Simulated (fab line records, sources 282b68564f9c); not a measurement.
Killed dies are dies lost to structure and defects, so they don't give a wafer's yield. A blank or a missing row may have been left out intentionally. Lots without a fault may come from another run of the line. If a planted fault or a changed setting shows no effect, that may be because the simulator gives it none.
Check for tools in common    flow ritCmos    14 lots, 42 wafers sampled

## WHY THIS WAS OPENED
At RIT_NSD_TW_MEAS_10 the reading NSD_TW is flagged on 2 of 14 lots. No-fault wafers: 3058, standard deviation 36.
Rule: flag the lot when none of its wafers has a number, or when each of its wafers that has one lies beyond 4 standard deviations from that mean. The rest of the lots are taken to be sound.

lot   measured     on            NSD_TW, wafer by wafer  flag
L709  day 3 03:01  filmMetro-03  3051 3032 3038          
L711  day 3 16:29  filmMetro-02  3043 3045 3037          
L712  day 3 19:24  filmMetro-03  3034 3029 3029          
L713  day 4 00:22  filmMetro-03  3030 3034 3029          
L715  day 4 09:04  filmMetro-03  3032 3020 3049          
L717  day 4 22:06  filmMetro-03  3004 3023 3029          
L718  day 5 06:46  filmMetro-04  3119 3121 3114          
L719  day 5 08:22  filmMetro-03  3023 3055 3032          
L720  day 5 11:54  filmMetro-04  3114 3112 3109          
L725  day 6 12:11  filmMetro-04  3436 3438 3424          FLAGGED
L726  day 6 16:41  filmMetro-02  3396 3386 3411          FLAGGED
L729  day 7 08:23  filmMetro-03  3028 3043 3034          
L730  day 7 10:36  filmMetro-03  3039 3027 3047          
L732  day 7 21:39  filmMetro-03  3027 3041 3020          
The numbers of the flagged lots are 3415 on average: +357 against the usual, or +10 standard deviations.

## TOOL THAT RAN EACH LOT
Before the reading, the record contains 2 process steps out of a 202-step route. Each cell gives the tool, then ch followed by the chambers the sampled wafers passed through, then the start.
lot   flag     RIT_PWELL_STRIP_09                  RIT_NSD_IMPLANT_08
L709           plasmaAsher-01 ch 0,1, day 2 00:52  implanter-03 ch 0, day 3 02:41
L711           plasmaAsher-01 ch 0,1, day 2 12:31  implanter-03 ch 0, day 3 16:10
L712           plasmaAsher-03 ch 0,1, day 2 16:58  implanter-03 ch 0, day 3 19:05
L713           plasmaAsher-04 ch 0,1, day 2 20:15  implanter-03 ch 0, day 4 00:05
L715           plasmaAsher-04 ch 0,1, day 3 06:50  implanter-03 ch 0, day 4 08:44
L717           plasmaAsher-03 ch 0,1, day 3 17:33  implanter-04 ch 0, day 4 21:47
L718           plasmaAsher-03 ch 0,1, day 3 21:55  implanter-03 ch 0, day 5 06:27
L719           plasmaAsher-03 ch 0,1, day 4 07:19  implanter-03 ch 0, day 5 08:02
L720           plasmaAsher-04 ch 0,1, day 4 07:36  implanter-03 ch 0, day 5 11:35
L725  FLAGGED  plasmaAsher-01 ch 0,1, day 5 10:06  implanter-03 ch 0, day 6 11:51
L726  FLAGGED  plasmaAsher-04 ch 0,1, day 5 13:35  implanter-03 ch 0, day 6 16:23
L729           plasmaAsher-04 ch 0,1, day 6 04:43  implanter-02 ch 0, day 7 08:04
L730           plasmaAsher-01 ch 0,1, day 6 08:58  implanter-04 ch 0, day 7 10:17
L732           plasmaAsher-01 ch 0,1, day 6 19:36  implanter-02 ch 0, day 7 21:20
What the steps here do:
- RIT_PWELL_STRIP_09: strips in O2, time 180 s.
- RIT_NSD_IMPLANT_08
- RIT_NSD_TW_MEAS_10

## FLAGGED OVER TOTAL, TOOL BY TOOL (the gauges that took the reading come last)
step                tool            lots run  flagged  share of the flagged lots  sound lots run after its first flagged lot
RIT_PWELL_STRIP_09  plasmaAsher-01  5         1        some                       2 (L730,L732)
RIT_PWELL_STRIP_09  plasmaAsher-03  4         0        none                       -
RIT_PWELL_STRIP_09  plasmaAsher-04  5         1        some                       1 (L729)
RIT_NSD_IMPLANT_08  implanter-02    2         0        none                       -
RIT_NSD_IMPLANT_08  implanter-03    10        2        all                        0
RIT_NSD_IMPLANT_08  implanter-04    2         0        none                       -
RIT_NSD_TW_MEAS_10  filmMetro-02    2         1        some                       0
RIT_NSD_TW_MEAS_10  filmMetro-03    9         0        none                       -
RIT_NSD_TW_MEAS_10  filmMetro-04    3         1        some                       0

## WHAT THE TABLE ALLOWS
1 row of the table ran every flagged lot: implanter-03 at RIT_NSD_IMPLANT_08.
- implanter-03 at RIT_NSD_IMPLANT_08: 2 of its 10 lots flagged. Last sound lot L720 at day 5 11:35, first flagged lot L725 at day 6 11:51; a fault beginning in between fits. Its own readings lie more than 4 standard deviations out on every wafer of the flagged lots: doseIonsCm2, faradayCurrentUA.
Just one tool remains: implanter-03 at RIT_NSD_IMPLANT_08.

## WHAT THE SIMULATOR PUT IN
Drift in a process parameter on implanter-03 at RIT_NSD_IMPLANT_08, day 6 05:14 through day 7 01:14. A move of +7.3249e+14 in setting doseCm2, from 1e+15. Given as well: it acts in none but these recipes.
Shown lots that were struck: L725, L726. The same result came from the rule above.
